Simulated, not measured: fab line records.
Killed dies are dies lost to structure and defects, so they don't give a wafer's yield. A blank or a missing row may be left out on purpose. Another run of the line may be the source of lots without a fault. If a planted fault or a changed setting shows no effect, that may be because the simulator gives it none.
A lot that was struck, set against a sound lot :: flow rit_cmos :: 15 out of 202 route steps
Sound: the wafers L502.1, L502.3, L502.6. Wafers L494.1, L494.2, L494.5 were the ones struck. The cause comes at the end.
At each step with rows: each side's tool, then ch and its chambers, then its first start. Under that, the readings that differ: sound wafers :: struck wafers :: difference of the means :: sigmas: that difference in standard deviations of wafers without a fault.
alike: readings whose means differ by less than 2 such deviations, and words and numbers that are the same on both sides. not compared: withheld readings, readings that some wafer has no value for, bounds like >300 that may hide the same value, and numbers for which the record gives no deviation and whose values overlap.
A row with sigmas, a row that says differs or no value, or rows on one side alone: a step with any of these is where the two part. Numbers that have no deviation but don't overlap get no sigmas and don't part them. Lack of a reading on every wafer of one side parts them only where that side has two or more wafers.

first, 1 step without rows for these wafers: RIT_PWELL_DEVELOP_05 (develop time 68 s).
RIT_PWELL_OVL_MEAS_06:
  sound on overlay-02, day 4 11:19; struck on overlay-02, day 2 19:13
  alike: PWELL_OVL
then, 2 steps without rows for these wafers: RIT_PWELL_HARDBAKE_07 (time 120 s); RIT_PWELL_IMPLANT_08.
RIT_PWELL_STRIP_09: strips in O2, time 180 s.
  sound on plasma_asher-01 ch 0, day 4 11:45; struck on plasma_asher-01 ch 0,1, day 2 19:39
  alike: drypump_motor_current_A, rf_refl_power_W
  not compared: rf_hours_counter_h
RIT_PWELL_TW_MEAS_10:
  sound on film_metro-03, day 4 11:56; struck on film_metro-03, day 2 19:50
  alike: PWELL_TW
then, 1 step without rows for these wafers: RIT_WELLDRIVE_ANNEAL_00 (time 14700 s).
RIT_WELLDRIVE_RS_MEAS_01: the measuring method here is four-point-probe.
  sound on film_metro-02, day 4 17:37; struck on film_metro-03, day 3 01:03
  alike: NWELL_RS
RIT_WELLDRIVE_RS_MEAS_02: the measuring method here is four-point-probe.
  sound on film_metro-02, day 4 17:44; struck on film_metro-03, day 3 01:10
reading: PWELL_RS (ohm/sq)
sound: 432.2 431.1 430.4
struck: 426.9 428.9 427.6
difference: -3.4
sigmas: -3
then, 3 steps without rows for these wafers: RIT_NRETRO_HMDS_00 (prime time 60 s); RIT_NRETRO_COAT_01 (resist thk 1300 nm); RIT_NRETRO_SOFTBAKE_02 (time 60 s).
RIT_NRETRO_EXPOSE_03: exposes mask M4, target cd 43900 nm.
  sound on iline_stepper-02 ch 0, day 4 18:18; struck on iline_stepper-01 ch 0, day 3 01:44
reading: model.NRETRO.overlay_x_nm (nm)
sound: -0.4048 -0.4048 -0.4048
struck: 2.857 2.857 2.857
difference: +3.262
sigmas: 
  alike: mask
following that, these wafers have no rows for 1 step: RIT_NRETRO_PEB_04.
RIT_M1_PROBE_99:
  only the struck wafers here have rows in the record (prober-02, day 4 05:41); the sound ones have none

WHERE THEY PART
Last at RIT_M1_PROBE_99 as far as this record goes, first at RIT_WELLDRIVE_RS_MEAS_02.

WHY: whatever the simulator had introduced
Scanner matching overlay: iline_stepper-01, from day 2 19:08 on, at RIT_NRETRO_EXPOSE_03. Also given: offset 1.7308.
